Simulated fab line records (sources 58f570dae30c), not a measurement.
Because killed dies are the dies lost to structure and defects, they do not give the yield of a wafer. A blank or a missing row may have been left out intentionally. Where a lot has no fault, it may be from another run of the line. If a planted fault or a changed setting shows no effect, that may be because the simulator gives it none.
Split-lot study ; flow berkeley_cmos170 ; 23 wafers read across 5 lots, on a route 331 steps long

THE SPLIT ITSELF
At UCB170_PSD_EXPOSE_03 (exposes mask PSELECT MOD, target cd 1200 nm), the setting dose_mj was moved away from the recipe's 30 on 7 of the 23 wafers read, by -6.0% to +6.7%. For the rest of the wafers, this setting stayed at what the recipe calls for.

FROM THE SPLIT TO THE READING: what the file shows between them, 2 steps
- UCB170_PSD_PEB_04
- UCB170_PSD_DEVELOP_05: develop time 45 s

THE READING
cd_nm, in nm, at UCB170_PSD_CD_MEAS_06 (target cd 1200 nm). On this fab line, fault-free wafers typically give 1200.1 nm with a standard deviation of 1.5 nm.

wafer;tool, chamber at the split;dose_mj as run;against the recipe;cd_nm, nm;against lot-mates on the recipe
L074.1;krf_scanner-01, 0;29.1;-3.0%;1196.0;-5.3
L074.2;krf_scanner-01, 0;30;recipe;1201.7;-
L074.3;krf_scanner-01, 0;29.1;-3.0%;1196.7;-4.6
L074.4;krf_scanner-01, 0;30;recipe;1200.0;-
L074.5;krf_scanner-01, 0;30;recipe;1202.2;-
L076.1;krf_scanner-01, 0;32.02;+6.7%;1212.9;+12.7
L076.2;krf_scanner-01, 0;32.02;+6.7%;1212.4;+12.2
L076.3;krf_scanner-01, 0;32.02;+6.7%;1213.0;+12.8
L076.5;krf_scanner-01, 0;30;recipe;1199.8;-
L076.6;krf_scanner-01, 0;30;recipe;1200.7;-
L078.1;krf_scanner-01, 0;30;recipe;1199.0;-
L078.2;krf_scanner-01, 0;28.21;-6.0%;1187.1;-12.2
L078.3;krf_scanner-01, 0;30;recipe;1198.0;-
L078.4;krf_scanner-01, 0;28.21;-6.0%;1188.0;-11.3
L078.5;krf_scanner-01, 0;30;recipe;1200.9;-
L079.1;krf_scanner-02, 0;30;recipe;1199.2;-
L079.2;krf_scanner-02, 0;30;recipe;1198.7;-
L079.3;krf_scanner-02, 0;30;recipe;1199.2;-
L079.4;krf_scanner-02, 0;30;recipe;1200.4;-
L079.5;krf_scanner-02, 0;30;recipe;1199.9;-
L082.2;krf_scanner-02, 0;30;recipe;1197.4;-
L082.3;krf_scanner-02, 0;30;recipe;1198.1;-
L082.5;krf_scanner-02, 0;30;recipe;1198.0;-

FIT RESULTS
A straight line over all 23 wafers: cd_nm changes by +1.9 nm for each +1% of dose_mj; r = +0.98; the points scatter about the line by 1.4 nm.
The same after taking each lot's own level away (the mean of its wafers on the recipe; 23 wafers): +1.88 nm for each +1%; r = +0.99; scatter 0.75 nm.
On that fit, the largest move of dose_mj shifts the reading by 13 nm.
From 1197.83 to 1201.30 nm: that is the span of the lots' own levels, equal to 2.3 times the standard deviation above.
So the lot-to-lot level changes the slope little: the two slopes agree.
Check: with one of the wafers moved furthest among these (+6.7%) left out of the fit, the line predicts +12.6 nm for it against its lot-mates. Against them it came out at +12.7 nm.

ADDITIONAL SPLITS CARRIED BY THESE WAFERS
These wafers also went through other splits before the reading. Each is held against what the fit with the lots' levels taken away leaves over:
other split on the same wafers;wafers away from the commonest value;r with cd_nm (lot level and that fit taken away)
UCB170_NWELL_IMPLANT_14 energy_kev;8;+0.02
UCB170_PWELL_CVD_05 temp_c;5;-0.05
UCB170_PWELL_ETCH_14 rf_w;5;-0.01
UCB170_ACTIVE_PEB_11 peb_temp_c;11;+0.12
UCB170_PFIELD_COAT_01 spin_rpm;7;-0.23
UCB170_SACOX_OXIDATION_01 ox_time_s;15;-0.20
UCB170_NVT_IMPLANT_07 energy_kev;5;-0.01
UCB170_PLDD_EXPOSE_03 dose_mj;6;-0.07

FILE'S OWN FIT
cd_nm changes by +1.88 nm for each +1% of dose_mj, r = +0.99.
